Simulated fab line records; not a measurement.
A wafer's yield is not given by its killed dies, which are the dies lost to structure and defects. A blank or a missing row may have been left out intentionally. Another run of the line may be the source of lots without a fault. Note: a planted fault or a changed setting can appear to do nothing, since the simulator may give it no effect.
Which tool did it? / flow berkeley cmos170 / 14 lots, 42 wafers sampled, at 3 steps of a route of 331

WHAT THE GAUGES READ, wafer by wafer
UCB170_M2_RS_MEAS_02: uses a four-point probe to measure.
lot=L546; measured=day 8 20:35; on=film metro-01; M2_AL_RS (ohm/sq)=0.0322 0.03213 0.03204
lot=L551; measured=day 9 10:20; on=film metro-03; M2_AL_RS (ohm/sq)=0.03252 0.03223 0.03241
lot=L552; measured=day 9 10:35; on=film metro-01; M2_AL_RS (ohm/sq)=0.03223 0.03221 0.03242
lot=L550; measured=day 9 10:43; on=film metro-03; M2_AL_RS (ohm/sq)=0.0323 0.03262 0.03265
lot=L548; measured=day 9 10:52; on=film metro-04; M2_AL_RS (ohm/sq)=0.03249 0.03228 0.03219
lot=L549; measured=day 9 11:11; on=film metro-03; M2_AL_RS (ohm/sq)=0.03236 0.03216 0.03269
lot=L554; measured=day 10 06:22; on=film metro-04; M2_AL_RS (ohm/sq)=0.03191 0.03203 0.03204
lot=L556; measured=day 11 01:52; on=film metro-03; M2_AL_RS (ohm/sq)=0.03228 0.03222 0.03241
lot=L560; measured=day 11 08:59; on=film metro-04; M2_AL_RS (ohm/sq)=0.028 0.02802 0.02786
lot=L561; measured=day 11 17:11; on=film metro-03; M2_AL_RS (ohm/sq)=0.02804 0.02823 0.02817
lot=L565; measured=day 11 19:24; on=film metro-04; M2_AL_RS (ohm/sq)=0.03182 0.03241 0.03236
lot=L566; measured=day 12 12:55; on=film metro-04; M2_AL_RS (ohm/sq)=0.03154 0.03203 0.03212
lot=L568; measured=day 13 00:48; on=film metro-01; M2_AL_RS (ohm/sq)=0.03256 0.03229 0.03232
lot=L569; measured=day 13 00:54; on=film metro-04; M2_AL_RS (ohm/sq)=0.03193 0.03224 0.03269

UCB170_M2_THK_MEAS_03: measures by xrf.
lot=L546; measured=day 8 20:43; on=film metro-01; M2_AL_THK (nm)=905 908 909
lot=L551; measured=day 9 10:28; on=film metro-03; M2_AL_THK (nm)=901 910 904
lot=L552; measured=day 9 10:43; on=film metro-01; M2_AL_THK (nm)=904 906 900
lot=L550; measured=day 9 10:50; on=film metro-03; M2_AL_THK (nm)=909 901 896
lot=L548; measured=day 9 10:59; on=film metro-04; M2_AL_THK (nm)=885 893 888
lot=L549; measured=day 9 11:18; on=film metro-03; M2_AL_THK (nm)=907 914 900
lot=L554; measured=day 10 06:29; on=film metro-04; M2_AL_THK (nm)=901 900 904
lot=L556; measured=day 11 01:58; on=film metro-03; M2_AL_THK (nm)=900 901 897
lot=L560; measured=day 11 09:05; on=film metro-04; M2_AL_THK (nm)=1029 1031 1032
lot=L561; measured=day 11 17:18; on=film metro-03; M2_AL_THK (nm)=1039 1028 1032
lot=L565; measured=day 11 19:31; on=film metro-04; M2_AL_THK (nm)=912 894 900
lot=L566; measured=day 12 13:02; on=film metro-04; M2_AL_THK (nm)=920 904 903
lot=L568; measured=day 13 00:55; on=film metro-01; M2_AL_THK (nm)=894 903 898
lot=L569; measured=day 13 01:01; on=film metro-04; M2_AL_THK (nm)=909 897 882

WHAT TOOL EACH LOT RAN ON (gives the tool, then ch and the chambers of the sampled wafers, and finally the start)
lot=L546; UCB170_M2_SPUTTER_01=pvd sputter-04, day 8 20:31
lot=L551; UCB170_M2_SPUTTER_01=pvd sputter-03, day 9 10:16
lot=L552; UCB170_M2_SPUTTER_01=pvd sputter-01, day 9 10:30
lot=L550; UCB170_M2_SPUTTER_01=pvd sputter-04, day 9 10:38
lot=L548; UCB170_M2_SPUTTER_01=pvd sputter-03, day 9 10:47
lot=L549; UCB170_M2_SPUTTER_01=pvd sputter-01, day 9 11:06
lot=L554; UCB170_M2_SPUTTER_01=pvd sputter-04, day 10 06:16
lot=L556; UCB170_M2_SPUTTER_01=pvd sputter-03, day 11 01:44
lot=L560; UCB170_M2_SPUTTER_01=pvd sputter-03, day 11 08:52
lot=L561; UCB170_M2_SPUTTER_01=pvd sputter-03, day 11 16:49
lot=L565; UCB170_M2_SPUTTER_01=pvd sputter-04, day 11 19:18
lot=L566; UCB170_M2_SPUTTER_01=pvd sputter-04, day 12 12:49
lot=L568; UCB170_M2_SPUTTER_01=pvd sputter-01, day 13 00:42
lot=L569; UCB170_M2_SPUTTER_01=pvd sputter-04, day 13 00:49
- UCB170_M2_SPUTTER_01: material Al, target thk 900 nm, time 120 s.

AS READ BY THE TOOLS THEMSELVES (means over the sampled wafers that have a number; for cases with no such wafer, the mark the record gives instead)
UCB170_M2_SPUTTER_01.
lot=L546; tool=pvd sputter-04; cathode dc power W (W)=5999.7; throttle valve pct (%)=30.4
lot=L551; tool=pvd sputter-03; cathode dc power W (W)=6000.3; throttle valve pct (%)=29.3
lot=L552; tool=pvd sputter-01; cathode dc power W (W)=5999.7; throttle valve pct (%)=30.0
lot=L550; tool=pvd sputter-04; cathode dc power W (W)=5999.0; throttle valve pct (%)=29.8
lot=L548; tool=pvd sputter-03; cathode dc power W (W)=5999.6; throttle valve pct (%)=30.1
lot=L549; tool=pvd sputter-01; cathode dc power W (W)=6001.0; throttle valve pct (%)=30.5
lot=L554; tool=pvd sputter-04; cathode dc power W (W)=6000.3; throttle valve pct (%)=30.4
lot=L556; tool=pvd sputter-03; cathode dc power W (W)=6000.5; throttle valve pct (%)=30.9
lot=L560; tool=pvd sputter-03; cathode dc power W (W)=5999.4; throttle valve pct (%)=29.4
lot=L561; tool=pvd sputter-03; cathode dc power W (W)=5999.1; throttle valve pct (%)=31.1
lot=L565; tool=pvd sputter-04; cathode dc power W (W)=6000.3; throttle valve pct (%)=29.9
lot=L566; tool=pvd sputter-04; cathode dc power W (W)=5999.2; throttle valve pct (%)=29.9
lot=L568; tool=pvd sputter-01; cathode dc power W (W)=5999.8; throttle valve pct (%)=30.2
lot=L569; tool=pvd sputter-04; cathode dc power W (W)=6000.2; throttle valve pct (%)=30.3

THE ANSWER, worked out from the rows above alone
Rule: usual is defined by the lots themselves. Put in order of their means at a reading, lots are off if they are a third of the lots or fewer, leave a main group of 4 or more, and stand apart from it by a gap of 3 or more times the standard deviation of the main group's means; of several such gaps the widest counts. A main group is skipped when, at the precision printed for the reading in the tables above, its means are all equal. A lot without any number at a reading at which 4 lots or more have one is off too. Where the step has rows for the other lots, those lots are counted as sound. Order of review: gauges by route order, followed by the tools' own readings, for which a lot's mean as printed above is used. At the first step where some lot is off, the reading lying furthest off is the one used; lots without a number count as furthest.
Off: L560, L561, seen at UCB170_M2_RS_MEAS_02 (M2_AL_RS). Mean 0.03226 ohm/sq and standard deviation 0.00017 in the main group.
If a tool, at a process step before that reading, ran all the lots that are off and no sound lot after the first of them, it fits. The gauges at UCB170_M2_RS_MEAS_02 are tried like those tools. One candidate fits, namely pvd sputter-03 at UCB170_M2_SPUTTER_01. A fault onset in the window from L556 (day 11 01:44, its last sound lot) to L560 (day 11 08:52, its first lot off) fits.

WHAT THE SIMULATOR PUT IN
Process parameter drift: pvd sputter-03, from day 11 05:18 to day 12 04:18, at UCB170_M2_SPUTTER_01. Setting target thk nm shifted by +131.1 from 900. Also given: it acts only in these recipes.
Lots struck among those shown: L560, L561. The rule above found the same.
